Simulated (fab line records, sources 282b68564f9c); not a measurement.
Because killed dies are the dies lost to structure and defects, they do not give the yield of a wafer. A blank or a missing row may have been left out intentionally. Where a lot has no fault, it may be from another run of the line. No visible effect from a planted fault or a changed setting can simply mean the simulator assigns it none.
Shared-tool check || flow ritCmos || 15 lots, 45 wafers sampled

== REASON IT WAS OPENED ==
Of 15 lots, 3 have the reading PRETRO_TW flagged at RIT_PRETRO_TW_MEAS_10. No-fault wafers: 476, standard deviation 3.1.
Rule: flag the lot when none of its wafers has a number, or when each of its wafers that has one lies beyond 4 standard deviations from that mean. The rest of the lots are taken to be sound.

{"lot": "L935", "measured": "day 2 09:44", "on": "filmMetro-01", "PRETRO_TW, wafer by wafer": "474 477 477", "flag": ""}
{"lot": "L936", "measured": "day 2 15:41", "on": "filmMetro-04", "PRETRO_TW, wafer by wafer": "477 474 477", "flag": ""}
{"lot": "L937", "measured": "day 2 22:53", "on": "filmMetro-01", "PRETRO_TW, wafer by wafer": "480 476 476", "flag": ""}
{"lot": "L938", "measured": "day 3 06:51", "on": "filmMetro-01", "PRETRO_TW, wafer by wafer": "474 474 476", "flag": ""}
{"lot": "L941", "measured": "day 3 18:10", "on": "filmMetro-01", "PRETRO_TW, wafer by wafer": "473 476 475", "flag": ""}
{"lot": "L943", "measured": "day 4 00:54", "on": "filmMetro-01", "PRETRO_TW, wafer by wafer": "477 476 478", "flag": ""}
{"lot": "L945", "measured": "day 4 10:23", "on": "filmMetro-03", "PRETRO_TW, wafer by wafer": "473 471 473", "flag": ""}
{"lot": "L946", "measured": "day 4 14:33", "on": "filmMetro-04", "PRETRO_TW, wafer by wafer": "480 481 478", "flag": ""}
{"lot": "L948", "measured": "day 5 01:27", "on": "filmMetro-01", "PRETRO_TW, wafer by wafer": "476 475 477", "flag": ""}
{"lot": "L949", "measured": "day 5 05:29", "on": "filmMetro-03", "PRETRO_TW, wafer by wafer": "471 469 470", "flag": ""}
{"lot": "L950", "measured": "day 5 11:25", "on": "filmMetro-04", "PRETRO_TW, wafer by wafer": "524 527 526", "flag": "FLAGGED"}
{"lot": "L951", "measured": "day 5 16:11", "on": "filmMetro-04", "PRETRO_TW, wafer by wafer": "525 525 524", "flag": "FLAGGED"}
{"lot": "L952", "measured": "day 5 21:04", "on": "filmMetro-01", "PRETRO_TW, wafer by wafer": "525 524 524", "flag": "FLAGGED"}
{"lot": "L957", "measured": "day 6 22:05", "on": "filmMetro-04", "PRETRO_TW, wafer by wafer": "482 477 479", "flag": ""}
{"lot": "L958", "measured": "day 7 02:13", "on": "filmMetro-03", "PRETRO_TW, wafer by wafer": "472 472 472", "flag": ""}
On average the flagged lots' numbers are 525, which is +49 against the usual, or +16 standard deviations.

== WHICH TOOL RAN EACH LOT ==
The record keeps 1 process step preceding the reading, out of 202 steps on the route. In each cell: the tool, then ch and the chambers that the sampled wafers went through, then the start.
{"lot": "L935", "flag": "", "RIT_PRETRO_IMPLANT_08": "implanter-03 ch 0, day 2 09:25"}
{"lot": "L936", "flag": "", "RIT_PRETRO_IMPLANT_08": "implanter-03 ch 0, day 2 15:23"}
{"lot": "L937", "flag": "", "RIT_PRETRO_IMPLANT_08": "implanter-01 ch 0, day 2 22:34"}
{"lot": "L938", "flag": "", "RIT_PRETRO_IMPLANT_08": "implanter-02 ch 0, day 3 06:32"}
{"lot": "L941", "flag": "", "RIT_PRETRO_IMPLANT_08": "implanter-02 ch 0, day 3 17:50"}
{"lot": "L943", "flag": "", "RIT_PRETRO_IMPLANT_08": "implanter-03 ch 0, day 4 00:34"}
{"lot": "L945", "flag": "", "RIT_PRETRO_IMPLANT_08": "implanter-02 ch 0, day 4 10:05"}
{"lot": "L946", "flag": "", "RIT_PRETRO_IMPLANT_08": "implanter-03 ch 0, day 4 14:15"}
{"lot": "L948", "flag": "", "RIT_PRETRO_IMPLANT_08": "implanter-01 ch 0, day 5 01:07"}
{"lot": "L949", "flag": "", "RIT_PRETRO_IMPLANT_08": "implanter-03 ch 0, day 5 05:10"}
{"lot": "L950", "flag": "FLAGGED", "RIT_PRETRO_IMPLANT_08": "implanter-03 ch 0, day 5 11:05"}
{"lot": "L951", "flag": "FLAGGED", "RIT_PRETRO_IMPLANT_08": "implanter-03 ch 0, day 5 15:51"}
{"lot": "L952", "flag": "FLAGGED", "RIT_PRETRO_IMPLANT_08": "implanter-03 ch 0, day 5 20:47"}
{"lot": "L957", "flag": "", "RIT_PRETRO_IMPLANT_08": "implanter-02 ch 0, day 6 21:46"}
{"lot": "L958", "flag": "", "RIT_PRETRO_IMPLANT_08": "implanter-01 ch 0, day 7 01:54"}
What the steps here do:
- RIT_PRETRO_IMPLANT_08
- RIT_PRETRO_TW_MEAS_10

== FLAGGED OVER TOTAL, TOOL BY TOOL (the gauges that took the reading come last) ==
{"step": "RIT_PRETRO_IMPLANT_08", "tool": "implanter-01", "lots run": 3, "flagged": 0, "share of the flagged lots": "none", "sound lots run after its first flagged lot": "-"}
{"step": "RIT_PRETRO_IMPLANT_08", "tool": "implanter-02", "lots run": 4, "flagged": 0, "share of the flagged lots": "none", "sound lots run after its first flagged lot": "-"}
{"step": "RIT_PRETRO_IMPLANT_08", "tool": "implanter-03", "lots run": 8, "flagged": 3, "share of the flagged lots": "all", "sound lots run after its first flagged lot": 0}
{"step": "RIT_PRETRO_TW_MEAS_10", "tool": "filmMetro-01", "lots run": 7, "flagged": 1, "share of the flagged lots": "some", "sound lots run after its first flagged lot": 0}
{"step": "RIT_PRETRO_TW_MEAS_10", "tool": "filmMetro-03", "lots run": 3, "flagged": 0, "share of the flagged lots": "none", "sound lots run after its first flagged lot": "-"}
{"step": "RIT_PRETRO_TW_MEAS_10", "tool": "filmMetro-04", "lots run": 5, "flagged": 2, "share of the flagged lots": "some", "sound lots run after its first flagged lot": "1 (L957)"}

== WHAT IS ALLOWED BY THE TABLE ==
All flagged lots share 1 row of the table, namely implanter-03 at RIT_PRETRO_IMPLANT_08.
- implanter-03 at RIT_PRETRO_IMPLANT_08: 3 of its 8 lots flagged. It ran its last sound lot, L949, at day 5 05:10 and its first flagged lot, L950, at day 5 11:05: a fault with its onset between the two fits. Its own readings (doseIonsCm2, faradayCurrentUA) fall more than 4 standard deviations out on all wafers of the flagged lots.
What remains is a single tool, implanter-03 at RIT_PRETRO_IMPLANT_08.

== WHAT THE SIMULATOR HAD INSERTED ==
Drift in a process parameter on implanter-03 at RIT_PRETRO_IMPLANT_08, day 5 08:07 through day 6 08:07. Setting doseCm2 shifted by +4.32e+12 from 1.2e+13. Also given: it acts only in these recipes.
Shown lots that were struck: L950, L951, L952. Same finding as the rule above.
